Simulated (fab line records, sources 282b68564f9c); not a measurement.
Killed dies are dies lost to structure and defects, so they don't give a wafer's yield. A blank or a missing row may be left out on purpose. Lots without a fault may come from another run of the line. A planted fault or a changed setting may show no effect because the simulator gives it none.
Problem report in the 8D (eight disciplines) form, filled by code | flow rit_cmos | the parts of the form that need people (team, actions taken, sign-off) are left out

1. THE PROBLEM
SILICIDE_TI_RS at RIT_SILICIDE_RS_MEAS_02 reads a mean of 40.7 ohm/sq on 3 wafers of 2 lots; wafers without a fault read 48.2 ohm/sq with a standard deviation of 0.64. That is -12 standard deviations from the usual mean.
The step: measures by four-point-probe.
First seen on wafer L764.5, day 7 11:39, on film_metro-04. The record holds 41 wafers of 14 lots with a number at this step. Rule for "out", or "out of limits": more than 4 standard deviations from the usual mean. The other wafers with a number count as sound.

2. WHAT IT IS AND WHAT IT IS NOT
question                    | is                           | is not
which readings at this step | SILICIDE_TI_RS               | -
which lots                  | L764, L766                   | L744, L745, L746, L748, L749, L751, L752, L754, L759, L760, L762, L767
which wafers of those lots  | L764.5, L766.4, L766.5       | L764.2, L764.4
read on which gauges        | film_metro-03, film_metro-04 | film_metro-02
when                        | from day 7 11:39             | up to then (35 sound wafers); but 3 sound wafers of L767 came after

3. SUSPECTS, AND WHAT RULES EACH OUT
Counting: a tool at a process step up to the reading stays a suspect if it ran every lot that is out. Sound lots after the first of them don't rule it out here, since some wafers of a struck lot are sound.
- the gauge at RIT_SILICIDE_RS_MEAS_02: ruled out. The wafers that are out were read on 2 gauges (film_metro-03, film_metro-04).
- pvd_sputter-02 at RIT_SILICIDE_SPUTTER_01 (material Ti, target thk 30 nm, time 240 s): kept. It ran every lot that is out, first L764 (day 7 11:29); its last sound lot up to then is L762 (day 7 00:34). Its own readings are out on those wafers: cathode_dc_power_W.
Left after counting: pvd_sputter-02 at RIT_SILICIDE_SPUTTER_01.

4. THE CAUSE (what the simulator had put in)
Process parameter drift: pvd_sputter-02, from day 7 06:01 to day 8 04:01, at RIT_SILICIDE_SPUTTER_01. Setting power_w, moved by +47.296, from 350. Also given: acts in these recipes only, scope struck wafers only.
Counting left only this tool.

5. THE CHAIN OF EFFECTS, in route order
Each row: a reading whose mean over the struck wafers that have a number lies more than 3 standard deviations from the usual. Only readings for which the record gives a usual standard deviation are gone through. hours: the time from each lot's start at the first step in this table that gives one to its start at this step, as a median over the lots. sigmas: the change in usual standard deviations.
hours | step                     | reading            | usual       | on struck wafers | change | sigmas
0     | RIT_SILICIDE_SPUTTER_01  | cathode_dc_power_W | 350.01 W    | 397.32           | +47.31 | +99 or more
0     | RIT_SILICIDE_RS_MEAS_02  | SILICIDE_TI_RS     | 48.2 ohm/sq | 40.7             | -7.5   | -12
5     | RIT_SILICIDE_THK_MEAS_03 | SILICIDE_TI_THK    | 29.7 nm     | 34.0             | +4.3   | +13
The process steps in it:
- RIT_SILICIDE_SPUTTER_01: material Ti, target thk 30 nm, time 240 s.

6. WHAT WOULD HAVE CAUGHT IT SOONER
In this record the first reading out of limits at a measuring or inspecting step was taken at day 7 11:39, 6 hours after the fault began at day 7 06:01.
The tool's own readings at RIT_SILICIDE_SPUTTER_01 were out on every struck wafer that the step has a row for (cathode_dc_power_W): an alarm limit on them would have fired on the first of those.
Of the lots that are out (2), L766 began RIT_SILICIDE_SPUTTER_01 on pvd_sputter-02 after day 7 11:39. A hold on the tool at that time would have spared it.
